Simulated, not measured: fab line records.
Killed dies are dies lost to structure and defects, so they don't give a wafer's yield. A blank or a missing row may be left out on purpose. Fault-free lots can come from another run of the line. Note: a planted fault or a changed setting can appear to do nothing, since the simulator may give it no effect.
Code-filled problem report in 8D (eight disciplines) form :: flow rit cmos :: the parts of the form that need people (team, actions taken, sign-off) are left out

1. WHAT WENT WRONG
run length s at RIT_CONTACT_ETCH_11 reads a mean of 476.5 s on 2 wafers of 2 lots; wafers without a fault read 348.1 s with a standard deviation of 0.44. So: +99 or more standard deviations from the usual mean.
The step: etches SiO2 in CHF3/CF4/Ar, stops on TiSi2, target depth 480 nm, time 320 s.
Seen first at day 5 11:09 on rie diel-03, wafer L474.3. At this step, 18 wafers from 6 lots have a number in the record. Rule for "out", or "out of limits": more than 4 standard deviations from the usual mean. The rest of the wafers with a number are treated as sound.

2. WHAT IT IS, AND WHAT IT ISN'T
question: which readings at this step
is: run length s
is not: chamber pressure mTorr, drypump motor current A, oes product au

question: which lots
is: L474, L476
is not: L469, L472, L482, L483

question: which wafers of those lots
is: L474.3, L476.6
is not: L474.1, L474.5, L476.3, L476.4

question: read on which tools
is: rie diel-03
is not: rie diel-02, rie diel-04

question: when
is: from day 5 11:09
is not: up to then (8 sound wafers); but 8 sound wafers of L476, L482, L483 came after

3. THE SUSPECTS, EACH WITH WHAT RULES IT OUT
Counting: if a tool at a process step up to the reading ran every lot that is out, it stays a suspect. Sound lots after the first of them don't rule it out here, since some wafers of a struck lot are sound.
- rtp anneal-02 at RIT_SILICIDE_RTA_06 (time 10 s, ramp up 5 s, ramp down 10 s): kept. Every lot that is out went through it, the first being L474 (day 5 09:42); the last sound lot it ran before that was L472 (day 4 21:19).
- rie diel-03 at RIT_CONTACT_ETCH_11 (etches SiO2 in CHF3/CF4/Ar, stops on TiSi2, target depth 480 nm, time 320 s): kept. Every lot that is out went through it, the first being L474 (day 5 11:09); the last sound lot it ran before that was L469 (day 4 06:39). Out on those wafers are its own readings of run length s.
- In rie diel-03 at RIT_CONTACT_ETCH_11, the wafers that are out were processed in chamber 2 and their sound lot-mates in chambers 0, 1.
What counting leaves: rtp anneal-02 at RIT_SILICIDE_RTA_06 and rie diel-03 at RIT_CONTACT_ETCH_11.

4. THE CAUSE (what the simulator had put in)
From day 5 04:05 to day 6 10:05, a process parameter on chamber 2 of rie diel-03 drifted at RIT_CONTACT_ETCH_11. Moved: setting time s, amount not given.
After counting, 2 suspects remain, this tool included.

5. THE CHAIN OF EFFECTS, in route order
Rows list readings where the struck wafers' mean (over those with a number) sits beyond 3 standard deviations from the usual. Readings are gone through only where the record gives a usual standard deviation; hours: the median, over the lots, of the time from a lot's start at the first step in this table giving one to that lot's start at this step; sigmas: the change measured in usual standard deviations.
hours: 0
step: RIT_CONTACT_ETCH_11
reading: run length s
usual: 348.1 s
on struck wafers: 476.5
change: +128.4
sigmas: +99 or more
The process steps in it:
- RIT_CONTACT_ETCH_11: etches SiO2 in CHF3/CF4/Ar, stops on TiSi2, target depth 480 nm, time 320 s.

6. WHAT WOULD HAVE CAUGHT IT SOONER
In this record no reading fell out of limits until day 5 11:09, 7 hours after the fault had begun at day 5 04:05.
